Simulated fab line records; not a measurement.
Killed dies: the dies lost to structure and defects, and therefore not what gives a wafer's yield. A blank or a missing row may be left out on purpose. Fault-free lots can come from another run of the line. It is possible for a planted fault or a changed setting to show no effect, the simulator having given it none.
fab line records | flow berkeley_cmos170
record: lots: 13 wafers: 39 last_day: 13
route steps=331 shown PFIELD@82 PVT@123 NLDD@169 PSD@182
lots with no fault: from the same line, run without faults
start_h: hours from the record's first day to the start of the lot's first wafer shown | wait_h: hours since the lot's step before | " same as the row above | L1.1+2: one row covering several wafers at once | - either no value or no given start | * or withheld: withheld | < > ~ a bound
route shown NAME@n: a module of which the file shows steps, and the number in the route of the first | usual: mean and standard deviation over wafers with no fault | same: alike in all rows | chamber/n: place in a boat | sites: the reading at each site | _std_site: standard deviation of those values | _edge_site: outer sites' mean less inner sites' | radius_mm: how far each site lies from the wafer's centre | mask NAME#n: copy n | behind: tool/chamber where the wafer was last shaped | hold: cause of the lot's hold/its duration in hours/its outcome | device: names the non-switching transistor (n, p or np) | end of line: tests of these same wafers at the route's end | step lacking rows: just its recipe | killed: dies that structure and defects cost at the first sort, which is not the same as the wafer's yield | map: a wafer's dies, marking killed ones x, the rest . and places with no die _
set.NAME: the setting as run; set.NAME@STEP: as run at that earlier step | model.NAME: the simulator's own value behind a step, which no gauge read
a sample of lots followed through the steps of the route, with each step as a table and each wafer as a row
services: from which hour (start_h, from the record's first day; less than 0 if before it) a tool's chamber was out of use, for how many hours, and why
== steps ==
step: UCB170_PFIELD_EXPOSE_03
recipe: mask_id: PFIELD na: 0.5 sigma_outer: 0.6 source_shape: conventional target_cd_nm: 1500 dose_mj: 30
columns lot.wafer tool chamber start_h wait_h mask
L953.3+4+6 krf_scanner-02 0 98.44 0.1 PFIELD#0
L954.3+4+6 krf_scanner-01 0 105.87 0.1 PFIELD#0
L955.1+2+4 krf_scanner-02 0 118.82 - PFIELD#0
L956.2+4+5 krf_scanner-02 0 118.96 0.1 PFIELD#0
L957.1+5+6 krf_scanner-01 0 119.78 0.3 PFIELD#0
L958.1+4+5 krf_scanner-01 0 128.10 0.1 PFIELD#0
L961.2+3+6 krf_scanner-01 0 135.32 0.2 NWELL#0
L968.1+3+5 krf_scanner-01 0 178.70 0.2 PFIELD#0
L969.1+2+4 krf_scanner-01 0 178.85 0.1 PFIELD#0
L970.4+5+6 krf_scanner-02 0 192.56 0.2 PFIELD#0
L972.1+3+4 krf_scanner-02 0 200.65 0.1 PFIELD#0
L973.3+4+6 krf_scanner-02 0 200.83 0.1 PFIELD#0
L974.1+2+4 krf_scanner-01 0 211.30 0.2 PFIELD#0
step: UCB170_PFIELD_OVL_MEAS_06
usual: PFIELD_OVL: -3/4.5
columns lot.wafer tool chamber start_h wait_h PFIELD_OVL[nm]
L953.3 overlay-02 - 98.96 - -7
L953.4 " - " " -4
L953.6 " - " " -8
L954.3 overlay-02 - 106.39 - 3
L954.4 " - " " 1
L954.6 " - " " -1
L955.1 overlay-01 - 120.22 - -6
L955.2 " - " " 0
L955.4 " - " " -4
L956.2 overlay-02 - 120.23 - 3
L956.4 " - " " 1
L956.5 " - " " -4
L957.1 overlay-01 - 120.94 - -3
L957.5 " - " " 0
L957.6 " - " " -7
L958.1 overlay-01 - 129.40 - -3
L958.4 " - " " 5
L958.5 " - " " 2
L961.2 overlay-01 - 136.18 - -
L961.3 " - " " -
L961.6 " - " " -
L968.1 overlay-02 - 179.24 - 0
L968.3 " - " " 3
L968.5 " - " " -6
L969.1 overlay-02 - 179.52 - 3
L969.2 " - " " -3
L969.4 " - " " -1
L970.4 overlay-01 - 193.05 - -7
L970.5 " - " " -3
L970.6 " - " " -5
L972.1 overlay-02 - 201.04 - 0
L972.3 " - " " 6
L972.4 " - " " 5
L973.3 overlay-01 - 201.35 - -1
L973.4 " - " " -6
L973.6 " - " " 7
L974.1 overlay-02 - 211.69 - 0
L974.2 " - " " 1
L974.4 " - " " 0
step: UCB170_PFIELD_TW_MEAS_09
usual: PFIELD_TW: 598/7.4
columns lot.wafer tool chamber start_h wait_h PFIELD_TW
L953.3 film_metro-04 - 99.26 0.1 607
L953.4 " - " " 603
L953.6 " - " " 607
L954.3 film_metro-02 - 106.69 0.1 589
L954.4 " - " " 591
L954.6 " - " " 587
L955.1 film_metro-02 - 120.50 0.1 590
L955.2 " - " " 592
L955.4 " - " " 591
L956.2 film_metro-04 - 120.53 0.1 606
L956.4 " - " " 605
L956.5 " - " " 605
L957.1 film_metro-02 - 121.23 0.1 594
L957.5 " - " " 592
L957.6 " - " " 596
L958.1 film_metro-04 - 129.68 0.1 606
L958.4 " - " " 606
L958.5 " - " " 607
L961.2 film_metro-02 - 136.47 0.1 29
L961.3 " - " " 30
L961.6 " - " " 30
L968.1 film_metro-03 - 179.53 0.1 604
L968.3 " - " " 602
L968.5 " - " " 598
L969.1 film_metro-04 - 179.80 0.1 607
L969.2 " - " " 605
L969.4 " - " " 607
L970.4 film_metro-02 - 193.35 0.1 591
L970.5 " - " " 592
L970.6 " - " " 595
L972.1 film_metro-04 - 201.33 0.1 605
L972.3 " - " " 610
L972.4 " - " " 607
L973.3 film_metro-02 - 201.65 0.1 594
L973.4 " - " " 588
L973.6 " - " " 591
L974.1 film_metro-04 - 211.98 0.1 606
L974.2 " - " " 600
L974.4 " - " " 604
step: UCB170_PVT_STRIP_08
recipe: chemistry: O2 power_w: 400 pressure_mtorr: 3500 platen_temp_c: withheld o2_flow_sccm: 400 overash_fraction: 0.5
usual: drypump_motor_current_A: 5.4/0.33 oes_product_au: 0.734/0.0044 strip_time_to_endpoint_s: 21.66/0.08
columns lot.wafer tool chamber start_h wait_h drypump_motor_current_A oes_product_au rf_hours_counter_h strip_time_to_endpoint_s
L953.3 plasma_asher-04 1 133.96 0.1 5.1 0.736 - 21.62
L953.4 " 0 " " 6.0 0.726 - 21.70
L953.6 " 1 " " 5.1 0.733 - 21.62
L954.3 plasma_asher-01 0 141.00 0.1 5.7 0.736 - 21.64
L954.4 " 1 " " 5.0 0.729 - 21.56
L954.6 " 1 " " 5.1 0.731 - 21.65
L955.1 plasma_asher-02 1 154.99 0.1 5.4 0.736 35 21.67
L955.2 " 0 " " 5.5 0.734 35 21.76
L955.4 " 1 " " 5.4 0.730 - 21.73
L956.2 plasma_asher-01 1 155.11 0.1 5.0 0.738 5 21.74
L956.4 " 0 " " 5.7 0.727 - 21.64
L956.5 " 0 " " 5.7 0.737 - 21.71
L957.1 plasma_asher-01 0 155.61 0.1 5.7 0.735 5 21.45
L957.5 " 1 " " 5.0 0.737 - 21.46
L957.6 " 0 " " 5.7 0.736 - 21.45
L958.1 plasma_asher-04 0 167.57 0.1 6.0 0.731 46 21.55
L958.4 " 1 " " 5.1 0.734 - 21.48
L958.5 " 0 " " 6.0 0.741 - 21.51
L961.2 plasma_asher-01 1 174.49 0.1 5.1 0.723 7 21.74
L961.3 " 0 " " 5.7 0.736 - 21.74
L961.6 " 0 " " 5.7 0.733 - 21.73
L969.1 plasma_asher-04 0 227.79 0.1 6.0 0.740 52 21.80
L969.2 " 1 " " 5.1 0.747 52 21.77
L969.4 " 0 " " 6.0 0.730 - 21.81
L968.1 plasma_asher-01 0 228.24 0.1 5.7 0.728 12 21.65
L968.3 " 0 " " 5.7 0.738 - 21.60
L968.5 " 1 " " 5.1 0.738 - 21.53
L970.4 plasma_asher-02 0 232.39 0.1 5.5 0.733 - 21.64
L970.5 " 1 " " 5.5 0.736 - 21.70
L970.6 " 0 " " 5.5 0.738 - 21.71
L973.3 plasma_asher-01 0 239.99 0.1 5.7 0.736 - 21.74
L973.4 " 1 " " 5.0 0.734 - 21.69
L973.6 " 0 " " 5.7 0.736 - 21.79
L972.1 plasma_asher-01 0 240.42 0.1 5.6 0.732 14 21.53
L972.3 " 0 " " 5.7 0.739 - 21.53
L972.4 " 1 " " 5.0 0.733 - 21.59
L974.1 plasma_asher-04 1 248.73 0.1 5.1 0.734 55 21.71
L974.2 " 0 " " 6.0 0.734 55 21.67
L974.4 " 0 " " 6.0 0.736 - 21.68
step: UCB170_NLDD_TW_MEAS_11
usual: NLDD_TW: 2221/12
columns lot.wafer tool chamber start_h wait_h NLDD_TW
L953.3 film_metro-04 - 152.38 0.1 2233
L953.4 " - " " 2220
L953.6 " - " " 2232
L954.3 film_metro-01 - 163.59 0.1 2221
L954.4 " - " " 2217
L954.6 " - " " 2209
L955.1 film_metro-04 - 176.42 0.1 2245
L955.2 " - " " 2231
L955.4 " - " " 2247
L957.1 film_metro-03 - 176.78 0.1 2221
L957.5 " - " " 2205
L957.6 " - " " 2218
L956.2 film_metro-03 - 177.12 0.1 2215
L956.4 " - " " 2212
L956.5 " - " " 2214
L958.1 film_metro-04 - 190.70 0.1 2245
L958.4 " - " " 2237
L958.5 " - " " 2231
L961.2 film_metro-04 - 198.84 0.1 2234
L961.3 " - " " 2238
L961.6 " - " " 2225
L968.1 film_metro-04 - 250.29 0.1 2236
L968.3 " - " " 2233
L968.5 " - " " 2219
L969.1 film_metro-03 - 250.44 0.1 2218
L969.2 " - " " 2213
L969.4 " - " " 2214
L970.4 film_metro-01 - 253.11 0.1 2217
L970.5 " - " " 2220
L970.6 " - " " 2205
L972.1 film_metro-03 - 258.63 0.1 2217
L972.3 " - " " 2226
L972.4 " - " " 2221
L973.3 film_metro-01 - 258.74 0.1 2210
L973.4 " - " " 2216
L973.6 " - " " 2214
L974.1 film_metro-04 - 267.05 0.1 2219
L974.2 " - " " 2217
L974.4 " - " " 2230
step: UCB170_PSD_OVL_MEAS_07
usual: PSD_OVL: 2/5.7
columns lot.wafer tool chamber start_h wait_h PSD_OVL[nm]
L953.3 overlay-01 - 158.79 0.1 -8
L953.4 " - " " 2
L953.6 " - " " 2
L954.3 overlay-01 - 173.26 0.1 1
L954.4 " - " " 15
L954.6 " - " " 10
L955.1 overlay-02 - 184.14 0.1 3
L955.2 " - " " 6
L955.4 " - " " 1
L956.2 overlay-02 - 184.35 0.1 0
L956.4 " - " " -4
L956.5 " - " " -2
L957.1 overlay-01 - 184.50 0.1 4
L957.5 " - " " 7
L957.6 " - " " 10
L958.1 overlay-01 - 198.20 0.1 -7
L958.4 " - " " -8
L958.5 " - " " -8
L961.2 overlay-01 - 207.14 0.1 1
L961.3 " - " " -1
L961.6 " - " " 2
L968.1 overlay-01 - 258.45 0.1 1
L968.3 " - " " 2
L968.5 " - " " -2
L969.1 overlay-02 - 258.58 0.1 7
L969.2 " - " " -1
L969.4 " - " " 11
L970.4 overlay-01 - 258.74 0.1 12
L970.5 " - " " 10
L970.6 " - " " 6
L973.3 overlay-02 - 267.31 0.1 -3
L973.4 " - " " 3
L973.6 " - " " -6
L972.1 overlay-01 - 267.35 0.1 6
L972.3 " - " " 2
L972.4 " - " " -3
L974.1 overlay-02 - 275.65 0.1 -8
L974.2 " - " " -3
L974.4 " - " " -8
== services ==
columns tool chamber start_h hours kind
krf_scanner-01 0 87.71 - calibration
krf_scanner-02 - 106.40 1.3 pm
krf_scanner-01 - 107.96 1.0 pm
plasma_asher-01 - 108.75 9.0 pm
plasma_asher-01 0 108.75 9.0 vent_cycle
plasma_asher-01 1 108.75 9.0 vent_cycle
plasma_asher-01 0 117.75 - clean
plasma_asher-01 1 117.75 - clean
krf_scanner-02 - 120.38 1.0 repair
krf_scanner-02 - 132.50 1.0 pm
krf_scanner-01 - 133.98 0.8 pm
krf_scanner-02 - 143.87 0.7 repair
krf_scanner-02 - 157.02 0.8 pm
krf_scanner-02 0 166.65 - calibration
plasma_asher-02 - 185.16 1.3 repair
krf_scanner-01 - 200.76 4.0 pm
krf_scanner-01 - 207.81 1.3 pm
plasma_asher-01 - 217.24 1.8 repair
krf_scanner-01 0 246.80 - calibration
plasma_asher-01 - 248.27 14.6 pm
== key ==
first_sign: step: UCB170_PFIELD_EXPOSE_03 reading: mask direction: changed
effect: step: UCB170_PFIELD_OVL_MEAS_06 reading: PFIELD_OVL direction: missing
effect: step: UCB170_PFIELD_TW_MEAS_09 reading: PFIELD_TW direction: down sigmas: 77 usual: 598 struck: 30
met_at UCB170_PFIELD_EXPOSE_03
struck_lots L961
sort_left_out L961.2,L961.3,L961.6
tester_left_out L961
not_acting_at UCB170_PVT_STRIP_08,UCB170_NLDD_TW_MEAS_11,UCB170_PSD_OVL_MEAS_07
onset_between 128.10 135.32
fault: kind: wrong_mask tool: any chamber: - onset_h: 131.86 steps: UCB170_PFIELD_EXPOSE_03 aux_copy: NWELL#0 scope: struck_lots_only
tester_left_out: of these lots the tester's yield and bins aren't shown, on N5 and GAA mostly nor the transistor test; their killed dies are dies lost to structure and defects alone, not to doping, threshold or leakage, so they don't give the yield
sort_left_out: the simulated sort isn't trusted on such a fault, so these wafers' sort isn't shown, and their yield isn't known
